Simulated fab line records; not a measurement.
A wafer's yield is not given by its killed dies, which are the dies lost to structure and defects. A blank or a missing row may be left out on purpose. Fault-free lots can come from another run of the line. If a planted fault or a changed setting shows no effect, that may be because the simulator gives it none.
Comparing a struck lot with a sound one -- flow berkeley cmos170 -- 21 out of 331 route steps
Sound: these wafers, L860.1, L860.2, L860.5. Wafers struck: L872.1, L872.2, L872.6. The cause comes at the end.
Order at every step that has rows: each side's tool, ch and its chambers, its first start. Under that, the readings that differ: sound wafers -- struck wafers -- difference of the means -- sigmas: that difference in standard deviations of wafers without a fault.
alike: a reading whose means differ by less than 2 such deviations, as well as words and numbers matching on both sides. not compared: withheld readings; readings where some wafer has no value; bounds like >300 that might hide an equal value; numbers whose values overlap and for which the record gives no deviation.
A row with sigmas, a row that says differs or no value, or rows on one side alone: a step with any of these is where the two part. When numbers do not overlap yet have no deviation, they are printed without sigmas and do not part them. Lack of a reading on every wafer of one side parts them only where that side has two or more wafers.

first, 1 step without rows for these wafers: UCB170_ZERO_DEVELOP_05 (develop time 45 s).
UCB170_ZERO_ETCH_06: etches SiO2 in CHF3/CF4/Ar, time 12 s.
  sound on rie diel-04 ch 1,2, day 1 20:31; struck on rie diel-02 ch 0,2,3, day 4 08:01
  alike: cf4 flow sccm, drypump motor current A, oes product au, throttle valve pct
  not compared: rf hours counter h
UCB170_ZERO_STRIP_07: strips in O2.
  sound on plasma asher-04 ch 0,1, day 1 20:32; struck on plasma asher-03 ch 0,1, day 4 08:03
  alike: drypump motor current A, oes product au, strip time to endpoint s
  not compared: rf hours counter h
then, 2 steps without rows for these wafers: UCB170_NWELL_WET_ETCH_00 (etches SiO2 in dHF, time 200 s); UCB170_NWELL_OXIDATION_01 (target thk 26.4 nm, ox time 1260 s).
UCB170_NWELL_THK_MEAS_02:
  sound on film metro-01, day 2 01:22; struck on film metro-01, day 4 13:38
  alike: NWELL_OXIDE_THK
then, 2 steps without rows for these wafers: UCB170_NWELL_ANNEAL_03 (time 900 s); UCB170_NWELL_CVD_04 (deposits Si3N4 from SiH2Cl2/NH3, target thk 224 nm, time 3360 s).
UCB170_NWELL_THK_MEAS_05:
  sound on film metro-01, day 2 12:00; struck on film metro-01, day 4 17:59
  alike: NWELL_NITRIDE_THK
then, 3 steps without rows for these wafers: UCB170_NWELL_HMDS_06 (prime time 60 s); UCB170_NWELL_COAT_07 (resist thk 900 nm); UCB170_NWELL_SOFTBAKE_08 (time 60 s).
UCB170_NWELL_EXPOSE_09: exposes mask NWELL, target cd 3000 nm.
  sound on krf scanner-02 ch 0, day 2 12:52; struck on krf scanner-02 ch 0, day 4 19:38
reading,sound,struck,difference,sigmas
mask,NWELL#0 NWELL#0 NWELL#0,PWELL#0 PWELL#0 PWELL#0,differs,
  alike: reticle temp C, stage vel mm s
then, 2 steps without rows for these wafers: UCB170_NWELL_PEB_10; UCB170_NWELL_DEVELOP_11 (develop time 45 s).
UCB170_NWELL_OVL_MEAS_12:
  sound on overlay-01, day 2 13:16; struck on overlay-01, day 4 20:58
reading,sound,struck,difference,sigmas
NWELL_OVL (nm),8 4 8,- - -,no value on the struck wafers,
UCB170_NWELL_ETCH_13: etches Si3N4 in CH3F/Ar/O2, stops on SiO2, target depth 246.4 nm, time 154 s.
  sound on rie diel-01 ch 0,1, day 2 13:18; struck on rie diel-04 ch 0,1,3, day 4 21:01
  alike: drypump motor current A, oes product au, throttle valve pct
  not compared: rf hours counter h
after that, 1 step had no rows for these wafers: UCB170_NWELL_IMPLANT_14.
UCB170_NWELL_STRIP_15: strips in O2.
  sound on plasma asher-04 ch 0,1, day 2 13:33; struck on plasma asher-03 ch 0,1, day 4 21:16
  alike: drypump motor current A, oes product au, strip time to endpoint s
  not compared: rf hours counter h
UCB170_NWELL_TW_MEAS_16:
  sound on film metro-01, day 2 13:39; struck on film metro-03, day 4 21:35
reading,sound,struck,difference,sigmas
NWELL_TW,1236 1226 1234,31 31 30,-1201,-71
  not compared: hold
after that, 1 step had no rows for these wafers: UCB170_M3_PROBE_99.

## WHERE THEY PART
At UCB170_NWELL_EXPOSE_09 first; at UCB170_NWELL_TW_MEAS_16 last (within this record only).

WHY: what had been put in by the simulator
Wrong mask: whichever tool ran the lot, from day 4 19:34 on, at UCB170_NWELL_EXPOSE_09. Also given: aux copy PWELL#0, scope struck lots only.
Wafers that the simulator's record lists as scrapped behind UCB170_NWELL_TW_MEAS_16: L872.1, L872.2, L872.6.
